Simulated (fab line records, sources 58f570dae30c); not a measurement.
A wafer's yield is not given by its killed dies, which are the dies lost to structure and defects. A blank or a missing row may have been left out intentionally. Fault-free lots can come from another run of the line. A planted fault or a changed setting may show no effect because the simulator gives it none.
The tool behind it: which one? + flow berkeley_cmos170 + 42 wafers from 14 lots sampled at 5 of the route's 331 steps

== WHAT EACH GAUGE READ, for each wafer ==
UCB170_V1_CD_MEAS_90: target cd 700 nm. Usual: cd_nm 699.5 nm, standard deviation 1.6.
| lot  | measured     | on        | cd_nm (nm)        | flag |
|------|--------------|-----------|-------------------|------|
| L911 | day 7 16:27  | cd_sem-01 | 700.4 698.7 699.4 |      |
| L912 | day 8 09:41  | cd_sem-02 | 699.9 699.6 700.0 |      |
| L916 | day 8 17:09  | cd_sem-02 | 698.5 699.8 699.8 |      |
| L914 | day 8 17:25  | cd_sem-01 | 698.8 700.8 701.3 |      |
| L920 | day 9 18:20  | cd_sem-02 | 701.8 700.1 703.7 |      |
| L921 | day 9 18:34  | cd_sem-02 | 698.5 699.4 699.0 |      |
| L919 | day 9 18:52  | cd_sem-01 | 698.4 698.0 697.3 |      |
| L922 | day 10 07:19 | cd_sem-02 | 700.0 698.1 698.5 |      |
| L925 | day 10 19:50 | cd_sem-01 | 700.7 700.2 701.0 |      |
| L926 | day 10 23:08 | cd_sem-01 | 702.6 702.7 701.1 |      |
| L927 | day 10 23:26 | cd_sem-01 | 701.2 700.2 700.5 |      |
| L930 | day 12 00:31 | cd_sem-02 | 697.6 696.8 697.9 |      |
| L933 | day 12 11:07 | cd_sem-01 | 700.9 699.8 700.5 |      |
| L929 | day 12 11:24 | cd_sem-02 | 699.4 699.0 696.5 |      |

UCB170_M2_OVL_MEAS_16. Usual: M2_OVL -2 nm, standard deviation 4.7.
| lot  | measured     | on         | M2_OVL (nm) | flag |
|------|--------------|------------|-------------|------|
| L911 | day 7 18:37  | overlay-01 | 3 0 1       |      |
| L912 | day 8 11:50  | overlay-01 | -2 -5 3     |      |
| L916 | day 8 21:31  | overlay-02 | 0 -1 -4     |      |
| L914 | day 8 21:35  | overlay-01 | -3 -9 -1    |      |
| L920 | day 9 20:28  | overlay-01 | 3 -5 7      |      |
| L921 | day 9 20:50  | overlay-01 | 0 5 1       |      |
| L919 | day 9 21:07  | overlay-02 | -6 -16 -6   |      |
| L922 | day 10 09:52 | overlay-02 | 0 -1 7      |      |
| L925 | day 10 22:11 | overlay-01 | -2 -2 -3    |      |
| L926 | day 11 02:45 | overlay-02 | -6 4 1      |      |
| L927 | day 11 03:02 | overlay-01 | 121 124 120 | OFF  |
| L930 | day 12 03:52 | overlay-02 | 0 -2 -7     |      |
| L933 | day 12 14:20 | overlay-01 | 3 6 2       |      |
| L929 | day 12 14:07 | overlay-01 | 118 125 128 | OFF  |

UCB170_V2_OVL_MEAS_13. Usual: V2_OVL 1 nm, standard deviation 6.
| lot  | measured     | on         | V2_OVL (nm) | flag |
|------|--------------|------------|-------------|------|
| L911 | day 7 21:40  | overlay-02 | 7 0 2       |      |
| L912 | day 8 15:19  | overlay-02 | -2 7 3      |      |
| L916 | day 9 00:15  | overlay-02 | -9 2 -5     |      |
| L914 | day 9 00:29  | overlay-01 | 3 -2 -2     |      |
| L920 | day 9 22:48  | overlay-01 | -2 -5 -2    |      |
| L921 | day 9 23:17  | overlay-01 | 2 17 10     |      |
| L919 | day 9 23:44  | overlay-01 | 1 -2 -5     |      |
| L922 | day 10 14:12 | overlay-01 | 3 -5 1      |      |
| L925 | day 11 00:51 | overlay-02 | 4 11 5      |      |
| L926 | day 11 05:25 | overlay-01 | -12 -2 -12  |      |
| L927 | day 11 05:42 | overlay-02 | 1 2 5       |      |
| L930 | day 12 06:14 | overlay-01 | -4 -2 -3    |      |
| L933 | day 12 17:42 | overlay-01 | -1 5 1      |      |
| L929 | day 12 17:36 | overlay-02 | 6 15 9      |      |

UCB170_V2_CD_MEAS_90: target cd 700 nm. Usual: cd_nm 700.3 nm, standard deviation 1.7.
| lot  | measured     | on        | cd_nm (nm)        | flag |
|------|--------------|-----------|-------------------|------|
| L911 | day 7 22:00  | cd_sem-02 | 702.3 701.0 702.4 |      |
| L912 | day 8 15:43  | cd_sem-01 | 700.9 701.5 699.9 |      |
| L916 | day 9 00:35  | cd_sem-01 | 699.7 700.0 699.6 |      |
| L914 | day 9 00:49  | cd_sem-01 | 699.3 699.4 700.7 |      |
| L920 | day 9 23:08  | cd_sem-01 | 702.5 704.8 701.6 |      |
| L921 | day 9 23:36  | cd_sem-01 | 698.3 698.3 698.4 |      |
| L919 | day 10 00:03 | cd_sem-02 | 703.8 704.5 703.3 |      |
| L922 | day 10 14:32 | cd_sem-02 | 699.3 698.9 698.4 |      |
| L925 | day 11 01:11 | cd_sem-01 | 699.9 700.2 698.6 |      |
| L926 | day 11 05:43 | cd_sem-01 | 697.8 699.4 699.3 |      |
| L927 | day 11 06:02 | cd_sem-02 | 700.9 700.4 703.6 |      |
| L930 | day 12 06:34 | cd_sem-01 | 699.9 701.1 700.0 |      |
| L933 | day 12 18:02 | cd_sem-02 | 702.3 702.4 701.1 |      |
| L929 | day 12 17:57 | cd_sem-01 | 698.9 700.7 701.2 |      |

== TOOL THAT RAN EACH LOT (tool first, then ch and the chambers of the sampled wafers, then the start) ==
| lot  | UCB170_M2_EXPOSE_12               |
|------|-----------------------------------|
| L911 | krf_scanner-01 ch 0, day 7 18:08  |
| L912 | krf_scanner-01 ch 0, day 8 11:19  |
| L916 | krf_scanner-01 ch 0, day 8 20:23  |
| L914 | krf_scanner-02 ch 0, day 8 20:37  |
| L920 | krf_scanner-02 ch 0, day 9 19:58  |
| L921 | krf_scanner-01 ch 0, day 9 20:20  |
| L919 | krf_scanner-02 ch 0, day 9 20:37  |
| L922 | krf_scanner-01 ch 0, day 10 09:22 |
| L925 | krf_scanner-01 ch 0, day 10 21:28 |
| L926 | krf_scanner-02 ch 0, day 11 02:02 |
| L927 | krf_scanner-01 ch 0, day 11 02:19 |
| L930 | krf_scanner-02 ch 0, day 12 02:58 |
| L933 | krf_scanner-02 ch 0, day 12 13:50 |
| L929 | krf_scanner-01 ch 0, day 12 13:38 |
- UCB170_M2_EXPOSE_12: exposes mask METAL2, target cd 700 nm.

== AS READ BY THE TOOLS THEMSELVES (means over the sampled wafers that have a number; for cases with no such wafer, the mark the record gives instead) ==
UCB170_M2_EXPOSE_12. Usual: focus_offset_nm -0.1 nm, standard deviation 0.44; stage_vel_mm_s 500.01 mm/s, standard deviation 0.25.
| lot  | tool           | focus_offset_nm (nm) | stage_vel_mm_s (mm/s) | flag |
|------|----------------|----------------------|-----------------------|------|
| L911 | krf_scanner-01 | -0.1                 | 500.28                |      |
| L912 | krf_scanner-01 | -0.1                 | 499.99                |      |
| L916 | krf_scanner-01 | -0.3                 | 499.91                |      |
| L914 | krf_scanner-02 | -0.5                 | 499.96                |      |
| L920 | krf_scanner-02 | -0.4                 | 499.58                |      |
| L921 | krf_scanner-01 | -0.6                 | 499.95                |      |
| L919 | krf_scanner-02 | 0.3                  | 500.04                |      |
| L922 | krf_scanner-01 | -0.2                 | 500.08                |      |
| L925 | krf_scanner-01 | -0.2                 | 499.81                |      |
| L926 | krf_scanner-02 | 0.0                  | 499.94                |      |
| L927 | krf_scanner-01 | -0.1                 | 499.73                |      |
| L930 | krf_scanner-02 | 0.2                  | 500.11                |      |
| L933 | krf_scanner-02 | -0.1                 | 500.14                |      |
| L929 | krf_scanner-01 | 0.3                  | 499.78                |      |

== THE ANSWER, worked out from the rows above alone ==
Rule: a lot is off if the mean of its wafers that have a number lies more than 3 standard deviations from the usual mean. Also off: a lot with no number at a reading for which 4 or more lots have one. The other lots that the step has rows for count as sound. First the gauges in route order, then the tools' own readings, where a lot's mean is used as printed above. The first step at which some lot is off is used, and at that step the reading that is off furthest; a lot without a number counts as furthest.
Off: at UCB170_M2_OVL_MEAS_16 (M2_OVL), L927, L929.
If a tool, at a process step before that reading, ran all the lots that are off and no sound lot after the first of them, it fits. Those tools and the gauges at UCB170_M2_OVL_MEAS_16 are tried in the same way. One candidate fits, namely krf_scanner-01 at UCB170_M2_EXPOSE_12. Its last sound lot is L925 (day 10 21:28), its first lot that is off L927 (day 11 02:19): a fault that began between those two fits.

== WHAT THE SIMULATOR HAD INSERTED ==
Scanner matching overlay: krf_scanner-01, from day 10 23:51 on, at UCB170_M2_EXPOSE_12. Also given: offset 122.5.
Struck lots among those shown: L927, L929. Same finding as the rule above.
